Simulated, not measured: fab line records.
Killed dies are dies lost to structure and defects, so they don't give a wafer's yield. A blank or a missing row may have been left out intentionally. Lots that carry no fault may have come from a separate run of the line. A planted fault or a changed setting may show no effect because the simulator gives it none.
The tool behind it: which one? | flow berkeley-cmos170 | 7 lots with 21 wafers sampled at 2 steps, on a route of 331 steps

## WHAT THE GAUGES READ, wafer by wafer
UCB170_SPACER_THK_MEAS_01.
lot  | measured     | on            | SPACER_TEOS_THK (nm)
L567 | day 8 03:07  | film-metro-04 | 382 375 386
L565 | day 8 03:57  | film-metro-01 | 374 372 381
L568 | day 8 06:16  | film-metro-04 | 384 389 383
L570 | day 9 03:20  | film-metro-04 | 371 369 366
L576 | day 9 17:13  | film-metro-01 | 249 381 254
L578 | day 10 02:52 | film-metro-01 | 253 376 254
L585 | day 11 08:44 | film-metro-04 | 384 389 391

## WHICH TOOL RAN EACH LOT (tool, then ch and the chambers of the sampled wafers, then the start)
lot  | UCB170_SPACER_CVD_00
L567 | pecvd-04 ch 0,1,2, day 8 03:04
L565 | pecvd-04 ch 0,1, day 8 03:53
L568 | pecvd-02 ch 0,2, day 8 06:13
L570 | pecvd-03 ch 0,1,2, day 9 03:17
L576 | pecvd-03 ch 1,2, day 9 17:09
L578 | pecvd-03 ch 1,2, day 10 02:49
L585 | pecvd-02 ch 0,2, day 11 08:42
- UCB170_SPACER_CVD_00: deposits SiO2 from TEOS/O2, target thk 376 nm, time 47 s.

## THE ANSWER, worked out from the rows above alone
Rule: the lots themselves supply what counts as usual. The widest of any qualifying gaps counts: lots, ordered by their means at a reading, are off when they make up no more than a third of the lots, leave a main group of 4 or more, and stand apart from it by 3 or more times the standard deviation of that group's means. If all means in a main group match to the digits the tables above print for the reading, that group is not used. A lot without any number at a reading at which 4 lots or more have one is off too. All remaining lots with rows at the step are treated as sound.
Off: L576, L578, at UCB170_SPACER_THK_MEAS_01 (SPACER_TEOS_THK). Mean 380 nm and standard deviation 6.9 in the main group.
A tool fits if, at a process step before that reading, it ran every lot that is off, and no sound lot after the first of them. The gauges at UCB170_SPACER_THK_MEAS_01 are tried like those tools. 2 tools fit, pecvd-03 at UCB170_SPACER_CVD_00 and film-metro-01 at UCB170_SPACER_THK_MEAS_01, so this cannot tell which one it is.

## WHAT THE SIMULATOR PUT IN
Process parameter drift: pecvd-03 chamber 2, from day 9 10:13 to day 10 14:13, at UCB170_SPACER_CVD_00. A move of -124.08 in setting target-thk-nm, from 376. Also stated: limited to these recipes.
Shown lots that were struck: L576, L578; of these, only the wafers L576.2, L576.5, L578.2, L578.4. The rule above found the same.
